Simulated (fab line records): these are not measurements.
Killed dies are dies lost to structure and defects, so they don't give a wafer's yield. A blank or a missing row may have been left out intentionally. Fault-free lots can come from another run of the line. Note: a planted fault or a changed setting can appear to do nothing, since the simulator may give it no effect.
The tool behind it: which one? :: flow berkeley_cmos170 :: 21 wafers sampled from 7 lots at 1 step of a route of 331

## WHAT EACH GAUGE READ, for each wafer
UCB170_M2_RS_MEAS_02: measurement is done with a four-point probe.
lot: L810
measured: day 7 16:02
on: film_metro-02
M2_AL_RS (ohm/sq): 0.0323 0.0322 0.0320

lot: L813
measured: day 8 21:37
on: film_metro-02
M2_AL_RS (ohm/sq): 0.0323 0.0326 0.0323

lot: L817
measured: day 9 09:34
on: film_metro-04
M2_AL_RS (ohm/sq): 0.0317 0.0320 0.0320

lot: L819
measured: day 9 10:00
on: film_metro-02
M2_AL_RS (ohm/sq): 0.0318 0.0324 0.0325

lot: L821
measured: day 10 06:36
on: film_metro-04
M2_AL_RS (ohm/sq): 0.0320 0.0317 0.0317

lot: L827
measured: day 11 15:30
on: film_metro-02
M2_AL_RS (ohm/sq): 0.0324 0.0326 0.0324

lot: L831
measured: day 12 08:22
on: film_metro-03
M2_AL_RS (ohm/sq): 0.0322 0.0319 0.0320

## WHAT TOOL EACH LOT RAN ON (gives the tool, then ch and the chambers of the sampled wafers, and finally the start)
There is no process step in the record ahead of these readings.

## THE ANSWER, worked out from the rows above alone
Rule: what is usual is taken from the lots themselves. The widest of any qualifying gaps counts: lots, ordered by their means at a reading, are off when they make up no more than a third of the lots, leave a main group of 4 or more, and stand apart from it by 3 or more times the standard deviation of that group's means. Not used: any main group whose means are identical at the precision the tables above print for the reading. Also off: a lot with no number at a reading for which 4 or more lots have one. Where the step has rows for the other lots, those lots are counted as sound.
No lot is off at any reading shown: from this, nothing can be told.

## WHAT THE SIMULATOR HAD PUT IN
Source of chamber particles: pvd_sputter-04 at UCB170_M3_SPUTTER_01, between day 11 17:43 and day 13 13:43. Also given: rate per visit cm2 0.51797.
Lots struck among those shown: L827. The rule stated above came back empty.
